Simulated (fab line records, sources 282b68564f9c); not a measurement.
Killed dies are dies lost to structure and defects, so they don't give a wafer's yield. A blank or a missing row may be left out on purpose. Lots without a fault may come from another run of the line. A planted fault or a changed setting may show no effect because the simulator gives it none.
Which tool did it? | flow rit_cmos | 7 lots, 21 wafers sampled, at 2 steps of a route of 202

WHAT THE GAUGES READ, wafer by wafer
RIT_NWELL_TW_MEAS_10.
lot  | measured    | on            | NWELL_TW
L915 | day 2 06:53 | film_metro-04 | 2163 2174 2165
L917 | day 2 18:11 | film_metro-03 | 2129 2127 2129
L919 | day 3 04:50 | film_metro-04 | 2159 2162 2153
L925 | day 4 10:02 | film_metro-04 | 2158 2167 2160
L927 | day 4 20:41 | film_metro-04 | 2179 2157 2170
L929 | day 5 05:35 | film_metro-02 | 2056 2063 2036
L932 | day 5 19:53 | film_metro-04 | 2072 2077 2080

WHICH TOOL RAN EACH LOT (tool, then ch and the chambers of the sampled wafers, then the start)
lot  | RIT_NWELL_IMPLANT_08
L915 | implanter-02 ch 0, day 2 06:34
L917 | implanter-04 ch 0, day 2 17:52
L919 | implanter-02 ch 0, day 3 04:32
L925 | implanter-04 ch 0, day 4 09:43
L927 | implanter-01 ch 0, day 4 20:23
L929 | implanter-01 ch 0, day 5 05:16
L932 | implanter-01 ch 0, day 5 19:37
- RIT_NWELL_IMPLANT_08

THE ANSWER, worked out from the rows above alone
Rule: what is usual is taken from the lots themselves. Put in order of their means at a reading, lots are off if they are a third of the lots or fewer, leave a main group of 4 or more, and stand apart from it by a gap of 3 or more times the standard deviation of the main group's means; of several such gaps the widest counts. A main group whose means are all the same, to the digits that the tables above print for the reading, isn't used. A lot without any number at a reading at which 4 lots or more have one is off too. The other lots that the step has rows for count as sound.
Off: L929, L932, at RIT_NWELL_TW_MEAS_10 (NWELL_TW). The main group: mean 2157, standard deviation 15.
A tool fits if, at a process step before that reading, it ran every lot that is off, and no sound lot after the first of them. The gauges at RIT_NWELL_TW_MEAS_10 are tried like those tools. One fits: implanter-01 at RIT_NWELL_IMPLANT_08. Its last sound lot is L927 (day 4 20:23), its first lot that is off L929 (day 5 05:16): a fault that began between those two fits.

WHAT THE SIMULATOR HAD PUT IN
Process parameter drift: implanter-01, from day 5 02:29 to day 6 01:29, at RIT_NWELL_IMPLANT_08. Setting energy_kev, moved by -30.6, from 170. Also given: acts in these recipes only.
Lots struck among those shown: L929, L932. The rule above found the same.
